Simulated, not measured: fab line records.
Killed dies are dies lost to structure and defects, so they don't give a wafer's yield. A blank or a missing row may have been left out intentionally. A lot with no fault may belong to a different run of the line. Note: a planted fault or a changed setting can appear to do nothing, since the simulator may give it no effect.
fab line records | flow rit_cmos | part 2 of 2: steps 29 to 38 of 38
record lots=5 | wafers=15 | last_day=5
route steps=202 shown GATE@96 REOX@98 NLDD@103 PLDD@114 SPACER@125 NSD@131
lots that met no fault: from a run of the same line without faults
start_h: the number of hours between the record's first day and the start of the first shown wafer of the lot | wait_h: hours from the lot's prior step to this one | " repeats the value in the row above | L1.1+2: a row that stands for several wafers | - no value, or no start given | * or withheld: withheld | < > ~ a bound
route shown NAME@n: names a module that has steps shown in the file, with the first one's number in the route | usual: mean/standard deviation taken from wafers without a fault | same: alike in all rows | chamber/n: place in a boat | sites: readings site by site | _std_site: standard deviation of those values | _edge_site: outer sites' mean less inner sites' | radius_mm: how far each site lies from the wafer's centre | mask NAME#n: copy n | behind: tool/chamber where the wafer was last shaped | hold: cause of the lot's hold/its duration in hours/its outcome | device: which transistor (n, p or np) failed to switch | end of line: tests run on the same wafers once the route is complete | for a step that has no rows: nothing shown but its recipe | killed: the dies lost at the first sort to structure and to defects; this is not the yield of the wafer | map: a wafer's dies, marking killed ones x, the rest . and places with no die _
set.NAME: the setting that was run; set.NAME@STEP: the one run at that earlier step | model.NAME: the simulator's own value behind a step, which no gauge read
a table for each step, a row for each wafer; lots at some steps of the route
services: the hour from which a tool's chamber was out of use, counted from the record's first day as start_h (under 0 if before that day), plus the number of hours and why
## steps
# step RIT_PLDD_TW_MEAS_10
# usual PLDD_TW=2347/15
lot.wafer | tool          | chamber | start_h | wait_h | PLDD_TW
L075.1    | film_metro-02 | -       | 49.13   | 0.1    | 2331
L075.2    | "             | -       | "       | "      | 2345
L075.4    | "             | -       | "       | "      | 2341
L079.3    | film_metro-04 | -       | 67.77   | 0.1    | 2352
L079.5    | "             | -       | "       | "      | 2346
L079.6    | "             | -       | "       | "      | 2351
L082.1    | film_metro-04 | -       | 83.00   | 0.1    | 2350
L082.3    | "             | -       | "       | "      | 2361
L082.5    | "             | -       | "       | "      | 2353
L083.2    | film_metro-04 | -       | 89.28   | 0.1    | 2345
L083.3    | "             | -       | "       | "      | 2349
L083.5    | "             | -       | "       | "      | 2346
L089.1    | film_metro-02 | -       | 117.93  | 0.1    | 2315
L089.2    | "             | -       | "       | "      | 2332
L089.6    | "             | -       | "       | "      | 2338
# step RIT_SPACER_CLEAN_00
# recipe chemistry=SC1 | mix=3:3:50 | time_s=600 | temp_c=75
# usual bath_heat_duty_pct=16.1/1.7
lot.wafer | tool         | chamber | start_h | wait_h | bath_heat_duty_pct
L075.1    | wet_bench-03 | 3       | 49.19   | 0.1    | 15.3
L075.2    | "            | 3       | "       | "      | 13.9
L075.4    | "            | 3       | "       | "      | 15.5
L079.3    | wet_bench-02 | 0       | 67.81   | 0.0    | 16.3
L079.5    | "            | 0       | "       | "      | 17.4
L079.6    | "            | 0       | "       | "      | 15.8
L082.1    | wet_bench-02 | 1       | 83.06   | 0.1    | 14.4
L082.3    | "            | 1       | "       | "      | 15.6
L082.5    | "            | 1       | "       | "      | 15.6
L083.2    | wet_bench-01 | 2       | 89.33   | 0.0    | 14.2
L083.3    | "            | 2       | "       | "      | 14.6
L083.5    | "            | 2       | "       | "      | 13.8
L089.1    | wet_bench-03 | 1       | 117.99  | 0.1    | 14.6
L089.2    | "            | 1       | "       | "      | 15.2
L089.6    | "            | 1       | "       | "      | 15.1
# step RIT_SPACER_CLEAN_01
# recipe chemistry=dHF | dilution=50:1 | time_s=30
lot.wafer  | tool         | chamber | start_h | wait_h
L075.1+2+4 | wet_bench-03 | 3       | 49.38   | 0.0
L079.3+5+6 | wet_bench-01 | 1       | 67.99   | 0.0
L082.1+3+5 | wet_bench-01 | 3       | 83.25   | 0.0
L083.2+3+5 | wet_bench-02 | 1       | 89.51   | 0.0
L089.1+2+6 | wet_bench-03 | 2       | 118.18  | 0.0
# step RIT_SPACER_CLEAN_02
# recipe chemistry=SC2 | mix=3:3:50 | time_s=600 | temp_c=75 | dry=n2_spin
# usual bath_heat_duty_pct=15.8/1.6
lot.wafer | tool         | chamber | start_h | wait_h | bath_heat_duty_pct
L075.1    | wet_bench-01 | 2       | 49.40   | 0.0    | 13.2
L075.2    | "            | 2       | "       | "      | 14.0
L075.4    | "            | 2       | "       | "      | 14.5
L079.3    | wet_bench-02 | 1       | 68.00   | 0.0    | 15.7
L079.5    | "            | 1       | "       | "      | 15.6
L079.6    | "            | 1       | "       | "      | 15.4
L082.1    | wet_bench-03 | 3       | 83.27   | 0.0    | 14.9
L082.3    | "            | 3       | "       | "      | 14.7
L082.5    | "            | 3       | "       | "      | 15.6
L083.2    | wet_bench-03 | 3       | 89.53   | 0.0    | 14.1
L083.3    | "            | 3       | "       | "      | 13.7
L083.5    | "            | 3       | "       | "      | 14.9
L089.1    | wet_bench-03 | 3       | 118.20  | 0.0    | 16.1
L089.2    | "            | 3       | "       | "      | 14.8
L089.6    | "            | 3       | "       | "      | 13.7
# step RIT_SPACER_CVD_03
# recipe material=Si3N4 | target_thk_nm=250 | temp_c=810 | precursor=SiH2Cl2/NH3 | time_s=3300 | pressure_mtorr=300 | sih2cl2_flow_sccm=60 | nh3_flow_sccm=150
# usual nh3_flow_sccm=150.0/0.46 | spike_tc_source_C=833/7.6 | zone_power_centre_pct=39/3.2
lot.wafer | tool     | chamber | start_h | wait_h | nh3_flow_sccm | spike_tc_source_C | zone_power_centre_pct
L075.1    | lpcvd-01 | 0       | 49.57   | 0.0    | 149.4         | 822               | 41
L075.2    | "        | 0       | "       | "      | 149.7         | 824               | 41
L075.4    | "        | 0       | "       | "      | 149.7         | 822               | 40
L079.3    | lpcvd-01 | 1       | 68.53   | 0.3    | 149.9         | 842               | 35
L079.5    | "        | 1       | "       | "      | 150.1         | 842               | 36
L079.6    | "        | 1       | "       | "      | 150.7         | 840               | 35
L082.1    | lpcvd-02 | 1       | 83.45   | 0.0    | 150.5         | 830               | 43
L082.3    | "        | 1       | "       | "      | 150.5         | 831               | 42
L082.5    | "        | 1       | "       | "      | 150.3         | 832               | 43
L083.2    | lpcvd-02 | 1       | 89.70   | 0.0    | 149.1         | 832               | 41
L083.3    | "        | 1       | "       | "      | 149.8         | 830               | 42
L083.5    | "        | 1       | "       | "      | 149.5         | 830               | 42
L089.1    | lpcvd-01 | 0       | 118.39  | 0.0    | 150.4         | 823               | 41
L089.2    | "        | 0       | "       | "      | 149.8         | 823               | 41
L089.6    | "        | 0       | "       | "      | 149.8         | 824               | 42
# step RIT_SPACER_THK_MEAS_04
# recipe reads=Si3N4_of_SPACER_CVD_03
# usual SPACER_NITRIDE_THK=248.9/2.5
lot.wafer | tool          | chamber | start_h | wait_h | SPACER_NITRIDE_THK[nm]
L075.1    | film_metro-02 | -       | 51.49   | 0.0    | 246.4
L075.2    | "             | -       | "       | "      | 247.1
L075.4    | "             | -       | "       | "      | 246.3
L079.3    | film_metro-02 | -       | 71.43   | 0.0    | 244.6
L079.5    | "             | -       | "       | "      | 245.5
L079.6    | "             | -       | "       | "      | 244.4
L082.1    | film_metro-04 | -       | 85.36   | 0.0    | 249.8
L082.3    | "             | -       | "       | "      | 246.3
L082.5    | "             | -       | "       | "      | 247.9
L083.2    | film_metro-02 | -       | 91.63   | 0.0    | 255.0
L083.3    | "             | -       | "       | "      | 254.1
L083.5    | "             | -       | "       | "      | 253.0
L089.1    | film_metro-02 | -       | 120.31  | 0.0    | 244.5
L089.2    | "             | -       | "       | "      | 247.3
L089.6    | "             | -       | "       | "      | 248.9
# step RIT_SPACER_ETCHBACK_05
# recipe target_depth_a=2500 | SF6_flow_sccm=30 | CHF3_flow_sccm=30 | target=Si3N4 | chemistry=SF6/CHF3 | pressure_mtorr=40 | rf_w=250 | time_s=240 | stop_on=SiO2
# usual drypump_motor_current_A=5.9/0.51 | oes_product_au=0.838/0.018 | throttle_valve_pct=10.24/0.13
lot.wafer | tool        | chamber | start_h | wait_h | drypump_motor_current_A | oes_product_au | rf_hours_counter_h | throttle_valve_pct
L075.1    | rie_diel-04 | 2       | 51.55   | 0.1    | 5.8                     | 0.853          | 108                | 10.04
L075.2    | "           | 3       | "       | "      | 5.8                     | 0.825          | 84                 | 10.43
L075.4    | "           | 0       | "       | "      | 6.4                     | 0.815          | 95                 | 10.17
L079.3    | rie_diel-04 | 3       | 71.47   | 0.0    | 5.9                     | 0.820          | 84                 | 10.41
L079.5    | "           | 3       | "       | "      | 5.9                     | 0.821          | -                  | 10.42
L079.6    | "           | 0       | "       | "      | 6.3                     | 0.817          | -                  | 10.17
L082.1    | rie_diel-04 | 0       | 85.42   | 0.1    | 6.4                     | 0.835          | 96                 | 10.19
L082.3    | "           | 3       | "       | "      | 5.9                     | 0.826          | 85                 | 10.42
L082.5    | "           | 1       | "       | "      | 6.4                     | 0.823          | -                  | 10.15
L083.2    | rie_diel-04 | 0       | 91.68   | 0.0    | 6.4                     | 0.845          | 96                 | 10.19
L083.3    | "           | 2       | "       | "      | 5.8                     | 0.868          | 108                | 10.06
L083.5    | "           | 3       | "       | "      | 5.9                     | 0.837          | -                  | 10.42
L089.1    | rie_diel-01 | 2       | 120.37  | 0.1    | 6.6                     | 0.834          | 53                 | 10.16
L089.2    | "           | 3       | "       | "      | 4.7                     | 0.814          | 36                 | 10.19
L089.6    | "           | 0       | "       | "      | 5.8                     | 0.854          | -                  | 10.17
# step RIT_NSD_HMDS_00
# recipe prime_time_s=60 | prime_temp_c=140
# usual resist_line_temp_C=23.00/0.1
lot.wafer | tool           | chamber | start_h | wait_h | resist_line_temp_C
L075.1    | litho_track-03 | 0       | 51.82   | 0.2    | 23.03
L075.2    | "              | 0       | "       | "      | 23.10
L075.4    | "              | 0       | "       | "      | 23.03
L079.3    | litho_track-02 | 0       | 71.67   | 0.1    | 22.93
L079.5    | "              | 0       | "       | "      | 23.03
L079.6    | "              | 0       | "       | "      | 22.83
L082.1    | litho_track-03 | 0       | 85.57   | 0.1    | 23.15
L082.3    | "              | 0       | "       | "      | 23.08
L082.5    | "              | 0       | "       | "      | 23.21
L083.2    | litho_track-03 | 0       | 91.85   | 0.1    | 23.02
L083.3    | "              | 0       | "       | "      | 23.08
L083.5    | "              | 0       | "       | "      | 23.08
L089.1    | litho_track-03 | 0       | 120.56  | 0.1    | 23.11
L089.2    | "              | 0       | "       | "      | 23.00
L089.6    | "              | 0       | "       | "      | 23.16
# step RIT_NSD_COAT_01
# recipe resist=NOVOLAK | spin_rpm=3250 | resist_thk_nm=1000
# usual resist_line_temp_C=23.03/0.11
lot.wafer | tool           | chamber | start_h | wait_h | resist_line_temp_C
L075.1    | litho_track-03 | 0       | 51.97   | 0.1    | 23.05
L075.2    | "              | 0       | "       | "      | 23.04
L075.4    | "              | 0       | "       | "      | 22.92
L079.3    | litho_track-02 | 0       | 71.82   | 0.1    | 23.17
L079.5    | "              | 0       | "       | "      | 23.11
L079.6    | "              | 0       | "       | "      | 23.00
L082.1    | litho_track-03 | 0       | 85.72   | 0.1    | 23.10
L082.3    | "              | 0       | "       | "      | 23.01
L082.5    | "              | 0       | "       | "      | 22.94
L083.2    | litho_track-03 | 0       | 92.00   | 0.1    | 23.03
L083.3    | "              | 0       | "       | "      | 23.03
L083.5    | "              | 0       | "       | "      | 23.13
L089.1    | litho_track-03 | 0       | 120.71  | 0.1    | 22.77
L089.2    | "              | 0       | "       | "      | 22.97
L089.6    | "              | 0       | "       | "      | 22.87
# step RIT_NSD_SOFTBAKE_02
# recipe resist=NOVOLAK | temp_c=90 | time_s=60
# usual resist_line_temp_C=22.99/0.11
lot.wafer | tool           | chamber | start_h | wait_h | resist_line_temp_C
L075.1    | litho_track-03 | 0       | 52.12   | 0.1    | 22.90
L075.2    | "              | 0       | "       | "      | 23.02
L075.4    | "              | 0       | "       | "      | 22.98
L079.3    | litho_track-02 | 0       | 71.97   | 0.1    | 23.01
L079.5    | "              | 0       | "       | "      | 23.13
L079.6    | "              | 0       | "       | "      | 23.17
L082.1    | litho_track-03 | 0       | 85.87   | 0.1    | 22.79
L082.3    | "              | 0       | "       | "      | 23.04
L082.5    | "              | 0       | "       | "      | 23.17
L083.2    | litho_track-03 | 0       | 92.15   | 0.1    | 23.13
L083.3    | "              | 0       | "       | "      | 23.09
L083.5    | "              | 0       | "       | "      | 23.17
L089.1    | litho_track-03 | 0       | 120.86  | 0.1    | 23.17
L089.2    | "              | 0       | "       | "      | 23.17
L089.6    | "              | 0       | "       | "      | 23.04
## services
tool             | chamber | start_h | hours | kind
iline_stepper-01 | -       | 33.92   | 3.8   | repair
rie_diel-01      | -       | 42.55   | 0.4   | repair
iline_stepper-02 | -       | 43.42   | 1.7   | pm
implanter-03     | -       | 53.75   | 17.6  | repair
rie_diel-01      | 1       | 55.66   | -     | clean
rie_diel-01      | 1       | 55.66   | 24.1  | scheduled_down
implanter-02     | -       | 58.08   | 7.7   | repair
rie_diel-01      | 3       | 63.31   | 4.3   | repair
rie_diel-04      | 3       | 64.87   | 3.3   | repair
lpcvd-02         | -       | 73.56   | 6.0   | pm
implanter-01     | -       | 77.66   | 3.2   | repair
rie_diel-01      | -       | 89.55   | 1.4   | repair
implanter-04     | -       | 91.54   | 2.0   | repair
implanter-01     | -       | 92.37   | 6.4   | repair
rie_diel-04      | -       | 95.78   | 2.8   | pm
rie_diel-01      | 1       | 97.98   | 8.9   | repair
plasma_asher-02  | -       | 106.27  | 1.4   | repair
plasma_asher-01  | -       | 108.75  | 9.0   | pm
plasma_asher-01  | 0       | 108.75  | 9.0   | vent_cycle
plasma_asher-01  | 1       | 108.75  | 9.0   | vent_cycle
furnace-02       | -       | 114.45  | 3.5   | pm
furnace-02       | -       | 115.64  | 4.0   | repair
plasma_asher-01  | 0       | 117.75  | -     | clean
plasma_asher-01  | 1       | 117.75  | -     | clean
